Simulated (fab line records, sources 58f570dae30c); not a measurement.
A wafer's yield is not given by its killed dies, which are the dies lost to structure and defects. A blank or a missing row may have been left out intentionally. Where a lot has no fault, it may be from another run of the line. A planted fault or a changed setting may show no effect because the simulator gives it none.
The tool behind it: which one? ; flow berkeley cmos170 ; 42 wafers from 14 lots sampled at 6 of the route's 331 steps

## WHAT THE GAUGES SHOWED, per wafer
UCB170_ACTIVE_OVL_MEAS_14. Usual: ACTIVE_OVL typically reads -2 nm, with standard deviation 4.4.
lot;measured;on;ACTIVE_OVL (nm);flag
L116;day 4 19:44;overlay-02;1 -3 -5;
L117;day 5 02:26;overlay-01;-3 2 0;
L118;day 5 12:22;overlay-01;-7 -5 -1;
L121;day 5 19:48;overlay-01;1 6 5;
L120;day 5 20:02;overlay-02;-14 6 -2;
L122;day 6 04:08;overlay-02;-7 -4 0;
L123;day 6 04:22;overlay-01;3 -3 1;
L124;day 6 13:46;overlay-01;-5 3 -1;
L126;day 7 03:29;overlay-02;-3 2 -4;
L125;day 7 03:30;overlay-01;8 -2 0;
L127;day 7 15:13;overlay-02;1 -4 -3;
L137;day 9 19:53;overlay-01;-4 2 -3;
L138;day 9 20:11;overlay-02;-3 -4 -6;
L139;day 10 08:14;overlay-02;3 -2 -4;

UCB170_PVT_OVL_MEAS_06. Usual: PVT_OVL typically reads 1 nm, with standard deviation 5.8.
lot;measured;on;PVT_OVL (nm);flag
L116;day 6 23:50;overlay-01;-5 -9 -5;
L117;day 7 00:05;overlay-01;-8 0 -1;
L118;day 7 16:13;overlay-02;4 1 9;
L121;day 7 16:13;overlay-01;6 7 9;
L120;day 7 16:16;overlay-02;-1 -2 8;
L122;day 8 03:26;overlay-01;-10 -5 -3;
L123;day 8 03:40;overlay-02;0 -4 3;
L124;day 8 14:28;overlay-01;-7 1 1;
L126;day 9 00:26;overlay-01;6 -2 10;
L125;day 9 00:17;overlay-02;-11 1 1;
L127;day 9 10:50;overlay-02;-4 -2 6;
L137;day 11 11:20;overlay-02;1 2 1;
L138;day 11 11:37;overlay-01;-4 0 -7;
L139;day 12 00:22;overlay-02;5 2 7;

UCB170_GATE_THK_MEAS_05. Usual: GATE_POLY_THK typically reads 214.5 nm, with standard deviation 2.4.
lot;measured;on;GATE_POLY_THK (nm);flag
L116;day 7 17:19;film metro-01;214.3 214.3 216.2;
L117;day 7 17:18;film metro-03;216.7 216.1 214.6;
L118;day 8 05:48;film metro-04;213.0 212.8 214.0;
L121;day 8 05:49;film metro-03;213.6 212.8 212.3;
L120;day 8 05:49;film metro-01;213.7 214.9 214.5;
L122;day 8 17:09;film metro-04;214.7 213.4 212.0;
L123;day 8 17:08;film metro-03;213.4 213.2 211.2;
L124;day 9 06:56;film metro-04;213.2 212.1 213.8;
L126;day 9 10:16;film metro-01;157.6 157.5 157.5 157.6 157.6 157.5;OFF
L125;day 9 10:16;film metro-03;160.5 160.7 161.2 160.5 160.7 161.0;OFF
L127;day 9 23:43;film metro-03;211.9 209.5 211.1;
L137;day 12 01:50;film metro-01;212.5 212.5 213.2;
L138;day 12 01:52;film metro-03;216.9 217.1 217.4;
L139;day 12 13:56;film metro-01;212.1 211.8 213.5;

UCB170_PSD_TW_MEAS_10. Usual: PSD_TW typically reads 2318, with standard deviation 23.
lot;measured;on;PSD_TW;flag
L116;day 8 09:57;film metro-04;2347 2332 2321;
L117;day 8 10:13;film metro-02;2312 2317 2313;
L118;day 8 20:14;film metro-02;2308 2325 2324;
L121;day 8 20:43;film metro-03;2289 2292 2287;
L120;day 8 20:47;film metro-02;2306 2310 2311;
L122;day 9 06:05;film metro-03;2300 2295 2280;
L123;day 9 05:58;film metro-04;2338 2347 2336;
L124;day 9 23:16;film metro-03;2300 2277 2286;
L126;day 10 04:12;film metro-04;2346 2341 2337;
L125;day 10 00:35;film metro-04;2339 2327 2330;
L127;day 10 14:27;film metro-03;2308 2301 2285;
L137;day 12 17:51;film metro-04;2319 2336 2329;
L138;day 12 16:58;film metro-02;2336 2341 2346;
L139;day 13 05:37;film metro-04;2333 2334 2338;

## TOOL THAT RAN EACH LOT (tool first, then ch and the chambers of the sampled wafers, then the start)
lot;UCB170_GATE_CVD_04;UCB170_GATE_ETCH_15
L116;lpcvd-01 ch 0, day 7 15:53;rie si-02 ch 1,2,3, day 7 18:25
L117;lpcvd-01 ch 1, day 7 15:53;rie si-01 ch 1,2,3, day 7 18:41
L118;lpcvd-02 ch 0, day 8 04:24;rie si-01 ch 1,2, day 8 07:02
L121;lpcvd-02 ch 0, day 8 04:24;rie si-01 ch 0,1, day 8 07:28
L120;lpcvd-02 ch 0, day 8 04:24;rie si-02 ch 1,3, day 8 07:17
L122;lpcvd-02 ch 0, day 8 15:44;rie si-02 ch 1,3, day 8 18:28
L123;lpcvd-02 ch 1, day 8 15:44;rie si-01 ch 2,3, day 8 18:14
L124;lpcvd-01 ch 0, day 9 05:32;rie si-01 ch 0,1,2, day 9 08:16
L126;lpcvd-02 ch 0, day 9 08:51;rie si-01 ch 0,2,3, day 9 18:18
L125;lpcvd-02 ch 1, day 9 08:51;rie si-02 ch 1,3, day 9 16:05
L127;lpcvd-01 ch 1, day 9 22:19;rie si-02 ch 2,3, day 10 01:52
L137;lpcvd-02 ch 1, day 12 00:26;rie si-01 ch 0,2,3, day 12 03:04
L138;lpcvd-02 ch 1, day 12 00:26;rie si-02 ch 1,2, day 12 02:56
L139;lpcvd-01 ch 1, day 12 12:31;rie si-02 ch 0,3, day 12 15:53
- UCB170_GATE_CVD_04: deposits poly-Si from SiH4, time 1440 s, target thk 214 nm.
- UCB170_GATE_ETCH_15: etches poly-Si in HBr/Cl2, stops on SiO2, time 56.3 s, target depth 278.2 nm.

## WHAT THE TOOLS THEMSELVES READ (means of the sampled wafers that have a number; where no wafer has one, the mark that the record gives instead)
UCB170_GATE_CVD_04. Usual: spike tc centre C 612.2 C, standard deviation 1.4; spike tc load C 633.0 C, standard deviation 2.4; spike tc source C 631.6 C, standard deviation 3; susceptor temp C 610.05 C, standard deviation 0.26.
lot;tool;spike tc centre C (C);spike tc load C (C);spike tc source C (C);susceptor temp C (C);flag
L116;lpcvd-01;612.2;628.8;634.2;610.12;
L117;lpcvd-01;611.0;636.5;627.0;609.72;
L118;lpcvd-02;612.4;632.6;631.6;610.12;
L121;lpcvd-02;611.6;633.6;631.8;609.68;
L120;lpcvd-02;611.1;633.8;631.3;609.93;
L122;lpcvd-02;610.5;633.7;631.4;610.05;
L123;lpcvd-02;613.1;632.0;634.3;610.02;
L124;lpcvd-01;612.5;628.6;633.7;610.14;
L126;lpcvd-02;599.5;621.9;619.0;598.15;OFF
L125;lpcvd-02;602.0;619.6;621.6;598.04;OFF
L127;lpcvd-01;611.9;635.7;627.9;609.80;
L137;lpcvd-02;613.3;632.0;634.6;610.02;
L138;lpcvd-02;613.4;631.7;635.4;609.95;
L139;lpcvd-01;611.8;636.8;627.4;610.06;

UCB170_GATE_ETCH_15. Usual: drypump motor current A 5.5 A, standard deviation 0.39; oes product au 0.833 a.u., standard deviation 0.012; throttle valve pct 26.3 %, standard deviation 0.31.
lot;tool;drypump motor current A (A);oes product au (a.u.);throttle valve pct (%);flag
L116;rie si-02;5.6;0.842;26.4;
L117;rie si-01;5.3;0.830;26.1;
L118;rie si-01;5.3;0.822;26.3;
L121;rie si-01;5.1;0.833;26.1;
L120;rie si-02;6.0;0.838;26.4;
L122;rie si-02;6.0;0.836;26.4;
L123;rie si-01;5.5;0.821;26.2;
L124;rie si-01;5.2;0.832;26.2;
L126;rie si-01;5.4;0.682;26.2;OFF
L125;rie si-02;6.0;0.695;26.7;OFF
L127;rie si-02;5.3;0.818;26.3;
L137;rie si-01;5.4;0.824;26.2;
L138;rie si-02;5.8;0.839;26.7;
L139;rie si-02;5.8;0.827;26.5;

## THE ANSWER, worked out from the rows above alone
Rule: a lot is off if the mean of its wafers that have a number lies more than 3 standard deviations from the usual mean. Also off: a lot with no number at a reading for which 4 or more lots have one. Any other lot the step has rows for is counted as sound. Order of review: gauges by route order, followed by the tools' own readings, for which a lot's mean as printed above is used. The first step at which some lot is off is used, and at that step the reading that is off furthest; a lot without a number counts as furthest.
Off: L126, L125, at UCB170_GATE_THK_MEAS_05 (GATE_POLY_THK).
A tool fits if, at a process step before that reading, it ran every lot that is off, and no sound lot after the first of them. Not tried: the gauges at UCB170_GATE_THK_MEAS_05; whatever is off there is also off at UCB170_GATE_CVD_04, on other tools, and gauge error can't account for it. No candidate that was tried fits.

## WHAT THE SIMULATOR HAD PUT IN
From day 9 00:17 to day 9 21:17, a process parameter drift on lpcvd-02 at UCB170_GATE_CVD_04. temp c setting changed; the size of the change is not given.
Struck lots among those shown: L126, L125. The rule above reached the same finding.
